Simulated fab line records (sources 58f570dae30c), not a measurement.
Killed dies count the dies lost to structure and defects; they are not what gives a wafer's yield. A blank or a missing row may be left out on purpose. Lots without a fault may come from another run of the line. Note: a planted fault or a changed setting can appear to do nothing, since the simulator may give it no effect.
8D (eight disciplines) problem report, filled in by code ; flow berkeley-cmos170 ; the parts of the form that need people (team, actions taken, sign-off) are left out

## 1. PROBLEM STATEMENT
V1_POLISHED_THK at UCB170_V1_THK_MEAS_04 reads a mean of 1343.9 nm on 1 wafer of 1 lot; wafers without a fault read 999.8 nm with a standard deviation of 1.1. So: +99 or more standard deviations from the usual mean.
The first sign was on wafer L464.2 at day 12 16:40, on film-metro-03. The record holds 39 wafers of 13 lots with a number at this step. The rule behind "out" and "out of limits": a value lying over 4 standard deviations away from the usual mean. Any other wafer with a number is counted as sound.

## 2. WHAT IT IS; WHAT IT IS NOT
question;is;is not
which readings at this step;V1_POLISHED_THK;-
which lots;L464;L447, L449, L450, L451, L452, L453, L455, L456, L458, L459, L460, L461
which wafers of those lots;L464.2;L464.1, L464.3
read on which gauges;film-metro-03;film-metro-01, film-metro-02
when;from day 12 16:40;up to then (38 sound wafers)

## 3. SUSPECTS, AND WHAT RULES EACH OUT
Counting: a tool at a process step up to the reading stays a suspect if it ran every lot that is out. Sound lots after the first of them don't rule it out here, since some wafers of a struck lot are sound.
- the gauge at UCB170_V1_THK_MEAS_04 has been ruled out. All the wafers that are out were read on film-metro-03, but those of them that UCB170_V1_ETCH_14 has rows for are out there too, on other tools.
- cmp-02 at UCB170_V1_CMP_02 (polishes SiO2): kept. It ran the lot that is out, L464 (day 12 16:15); its last sound lot up to then is L458 (day 11 21:38).
- cmp-02, UCB170_V1_CMP_02: wafers that are out in chamber 0, sound lot-mates in chambers 1, 2.
The count leaves cmp-02 at UCB170_V1_CMP_02.

## 4. THE CAUSE (what the simulator had put in)
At UCB170_V1_CMP_02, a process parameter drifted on cmp-02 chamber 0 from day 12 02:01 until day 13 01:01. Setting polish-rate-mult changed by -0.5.
After counting, this tool was the only one left.

## 5. THE CHAIN OF EFFECTS, in route order
Each row: a reading whose mean over the struck wafers that have a number lies more than 3 standard deviations from the usual. Only readings for which the record gives a usual standard deviation are gone through. hours: the time from each lot's start at the first step in this table that gives one to its start at this step, as a median over the lots. sigmas: the change in usual standard deviations.
hours;step;reading;usual;on struck wafers;change;sigmas
0;UCB170_V1_THK_MEAS_04;V1_POLISHED_THK;999.8 nm;1343.9;+344.1;+99 or more
4;UCB170_V1_ETCH_14;oes-product-au;0.878 a.u.;0.985;+0.107;+7.1
12;UCB170_M3_PROBE_99;defect-limited-yield;98.6 %;6.1;-92.5;-99 or more
12;UCB170_M3_PROBE_99;killed_at_M0_to_M3;0.8;244.0;+243.2;+99 or more
12;UCB170_M3_PROBE_99;killed-dies;3.6;248.0;+244.4;+99 or more
12;UCB170_M3_PROBE_99;killed-on-rim;1.2;60.0;+58.8;+42
12;UCB170_M3_PROBE_99;sort_bin_5_function;0.9 %;93.9;+93.0;+99 or more
12;UCB170_M3_PROBE_99;sort-n-pass;260.4;16.0;-244.4;-99 or more
12;UCB170_M3_PROBE_99;sort-yield-pct;98.6 %;6.1;-92.5;-99 or more
Its process steps:
- UCB170_V1_ETCH_14: etches SiO2 in CHF3/CF4/Ar, stops on Al, target depth 1250 nm, time 296.3 s.
- UCB170_M3_PROBE_99

## 6. HOW IT WOULD HAVE BEEN CAUGHT EARLIER
15 hours passed between the start of the fault at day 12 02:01 and the first reading out of limits at a measuring or inspecting step in this record, taken at day 12 16:40.
No tool reading at UCB170_V1_CMP_02 that has a usual standard deviation in the record was out on any struck wafer, so an alarm limit of 4 standard deviations on those readings would not have fired.
All the lots that are out (1) had begun UCB170_V1_CMP_02 on cmp-02 by day 12 16:40. Had the tool been put on hold then, not one of them would have been saved.
